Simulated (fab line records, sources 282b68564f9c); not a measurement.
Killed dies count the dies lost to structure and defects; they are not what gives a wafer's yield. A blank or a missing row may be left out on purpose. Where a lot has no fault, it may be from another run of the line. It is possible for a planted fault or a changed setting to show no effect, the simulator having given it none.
Which tool is to blame? + flow ritCmos + 14 lots with 42 wafers sampled at 2 steps, on a route of 202 steps

WHAT EACH GAUGE READ, for each wafer
RIT_PRETRO_TW_MEAS_10. Usual: for PRETRO_TW the level is 481.3 and the standard deviation is 2.7.
| lot  | measured    | on           | PRETRO_TW         | flag |
|------|-------------|--------------|-------------------|------|
| L127 | day 2 10:47 | filmMetro-04 | 478.6 481.3 479.3 |      |
| L128 | day 2 18:31 | filmMetro-04 | 482.3 483.1 481.0 |      |
| L129 | day 3 01:31 | filmMetro-04 | 483.5 482.9 483.0 |      |
| L130 | day 3 04:15 | filmMetro-04 | 482.6 481.2 483.0 |      |
| L132 | day 3 16:18 | filmMetro-04 | 482.8 482.8 482.1 |      |
| L133 | day 3 19:04 | filmMetro-01 | 476.3 477.7 474.2 |      |
| L134 | day 4 01:08 | filmMetro-01 | 482.8 480.2 483.0 |      |
| L137 | day 4 16:31 | filmMetro-04 | 485.9 482.9 481.1 |      |
| L138 | day 4 19:00 | filmMetro-04 | 485.1 483.2 482.6 |      |
| L140 | day 5 04:41 | filmMetro-04 | 479.0 483.2 482.4 |      |
| L145 | day 6 04:07 | filmMetro-04 | 480.8 479.5 482.3 |      |
| L146 | day 6 07:56 | filmMetro-04 | 502.9 503.7 506.7 | OFF  |
| L147 | day 6 15:03 | filmMetro-04 | 502.3 504.8 505.0 | OFF  |
| L149 | day 7 01:03 | filmMetro-04 | 478.3 478.3 478.3 |      |

EACH LOT AND THE TOOL THAT RAN IT (in order: tool; ch and the chambers of the sampled wafers; start)
| lot  | RIT_PRETRO_IMPLANT_08          |
|------|--------------------------------|
| L127 | implanter-04 ch 0, day 2 10:28 |
| L128 | implanter-03 ch 0, day 2 18:11 |
| L129 | implanter-03 ch 0, day 3 01:11 |
| L130 | implanter-03 ch 0, day 3 03:56 |
| L132 | implanter-03 ch 0, day 3 16:01 |
| L133 | implanter-02 ch 0, day 3 18:44 |
| L134 | implanter-02 ch 0, day 4 00:50 |
| L137 | implanter-04 ch 0, day 4 16:11 |
| L138 | implanter-02 ch 0, day 4 18:41 |
| L140 | implanter-04 ch 0, day 5 04:23 |
| L145 | implanter-03 ch 0, day 6 03:48 |
| L146 | implanter-04 ch 0, day 6 07:37 |
| L147 | implanter-04 ch 0, day 6 14:46 |
| L149 | implanter-02 ch 0, day 7 00:45 |
- RIT_PRETRO_IMPLANT_08

WHAT THE TOOLS THEMSELVES READ (means of the sampled wafers that have a number; where no wafer has one, the mark that the record gives instead)
RIT_PRETRO_IMPLANT_08. Usual: 45.001 for beamEnergyKeV, sd 0.015.
| lot  | tool         | beamEnergyKeV | flag |
|------|--------------|---------------|------|
| L127 | implanter-04 | 45.022        |      |
| L128 | implanter-03 | 44.989        |      |
| L129 | implanter-03 | 45.003        |      |
| L130 | implanter-03 | 44.993        |      |
| L132 | implanter-03 | 45.014        |      |
| L133 | implanter-02 | 44.991        |      |
| L134 | implanter-02 | 45.001        |      |
| L137 | implanter-04 | 45.012        |      |
| L138 | implanter-02 | 44.977        |      |
| L140 | implanter-04 | 45.016        |      |
| L145 | implanter-03 | 44.984        |      |
| L146 | implanter-04 | 60.748        | OFF  |
| L147 | implanter-04 | 60.749        | OFF  |
| L149 | implanter-02 | 45.029        |      |

THE ANSWER, worked out from the rows above alone
Rule: a lot is off if the mean of its wafers that have a number lies more than 3 standard deviations from the usual mean. A lot without any number at a reading at which 4 lots or more have one is off too. Any other lot the step has rows for is counted as sound. After the gauges, taken in route order, come the tools' own readings; for these a lot's mean is taken, as printed above. At the first step where some lot is off, the reading lying furthest off is the one used; lots without a number count as furthest.
Off: L146, L147, at RIT_PRETRO_TW_MEAS_10 (PRETRO_TW).
A tool fits if, at a process step before that reading, it ran every lot that is off, and no sound lot after the first of them. The gauges at RIT_PRETRO_TW_MEAS_10 aren't tried: what is off there is off at RIT_PRETRO_IMPLANT_08 too, on other tools, and a gauge's error can't cause that. One fits: implanter-04 at RIT_PRETRO_IMPLANT_08. Its last sound lot is L140 (day 5 04:23), its first lot that is off L146 (day 6 07:37): a fault that began between those two fits.
On the lots that are off, the tool's own readings at RIT_PRETRO_IMPLANT_08 differ by more than 5 times the standard deviation of the sound lots' means, which bears it out; beamEnergyKeV reads 60.748 there versus 45.003 on the sound lots.

WHAT THE SIMULATOR PUT IN
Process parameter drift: implanter-04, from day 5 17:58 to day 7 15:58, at RIT_PRETRO_IMPLANT_08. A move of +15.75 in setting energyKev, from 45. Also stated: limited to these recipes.
Shown lots that were struck: L146, L147. The rule above found the same.
